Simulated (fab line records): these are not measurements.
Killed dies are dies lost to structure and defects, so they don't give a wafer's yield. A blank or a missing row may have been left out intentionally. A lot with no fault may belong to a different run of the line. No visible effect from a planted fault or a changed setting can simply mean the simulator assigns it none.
One fault through the eyes of 2 desks | flow berkeley_cmos170 | what lay behind the numbers comes last; until then each desk has only its own

## THE TOOL OWNER'S DESK: litho_track-02
The tool's own readings at UCB170_M2_HMDS_04 (prime time 60 s): means of the sampled wafers that have a number, for each lot that ran on this tool. Any lot whose mean is over 4 standard deviations away from the usual mean is out of limits and marked OUT; that distance is given in the brackets.
Columns: A = chill_plate_temp_C at UCB170_M2_HMDS_04, usual 23.01 C; B = prime_temp_c at UCB170_M2_HMDS_04, usual 100.03 C
lot  | first seen here | A     | B
L139 | day 7 20:28     | 22.98 | 100.01
L142 | day 7 22:52     | 23.09 | 100.08
L144 | day 8 03:20     | 22.96 | 99.93
L148 | day 9 06:12     | 23.01 | 99.84
L149 | day 9 06:40     | 23.05 | 102.74 (+23) OUT
L151 | day 10 00:17    | 23.01 | 102.69 (+22) OUT
Finding of this desk: L149, L151 out of limits; the first was L149 at day 9 06:40, on prime_temp_c at UCB170_M2_HMDS_04. In limits: L139, L142, L144, L148.

## METROLOGY DESK
What the gauges read for every lot (on any tool): the sampled wafers with a number, averaged. Any lot whose mean is over 4 standard deviations away from the usual mean is out of limits and marked OUT; that distance is given in the brackets.
Columns: A = cd_nm at UCB170_V1_CD_MEAS_90, usual 700.1 nm; B = M2_OVL at UCB170_M2_OVL_MEAS_16, usual -2 nm
lot  | first seen here | A     | B
L140 | day 7 19:50     | 700.9 | -1
L139 | day 7 19:59     | 699.6 | -0
L141 | day 7 20:25     | 700.3 | 6
L142 | day 7 22:24     | 698.8 | 2
L144 | day 8 02:38     | 696.8 | 3
L148 | day 9 05:14     | 700.0 | -8
L149 | day 9 05:46     | 700.0 | -5
L151 | day 9 23:50     | 699.9 | -5
L154 | day 10 07:37    | 700.9 | -8
L155 | day 10 22:25    | 700.1 | -4
L156 | day 11 10:43    | 700.7 | 2
L158 | day 11 10:59    | 699.3 | -11
L159 | day 11 11:17    | 698.3 | -1
L157 | day 11 12:43    | 697.4 | -5
This desk's finding: nothing out of limits on any of the 14 lots.

## ALL TOGETHER
At day 9 06:40, on L149, L151, the tool owner's desk was in a position to raise an alarm.
From the metrology desk's view, nothing was out of limits.
The metrology desk has L149, L151 on record, within its limits.
On litho_track-02, each named lot ran UCB170_M2_HMDS_04.

## WHAT HAD BEEN PUT IN BY THE SIMULATOR
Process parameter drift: litho_track-02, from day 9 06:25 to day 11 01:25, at UCB170_M2_HMDS_04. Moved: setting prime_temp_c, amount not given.
Lots struck among those shown: L149, L151.
Hours from the fault's start to each desk's first reading out of limits: the tool owner's desk, 0.
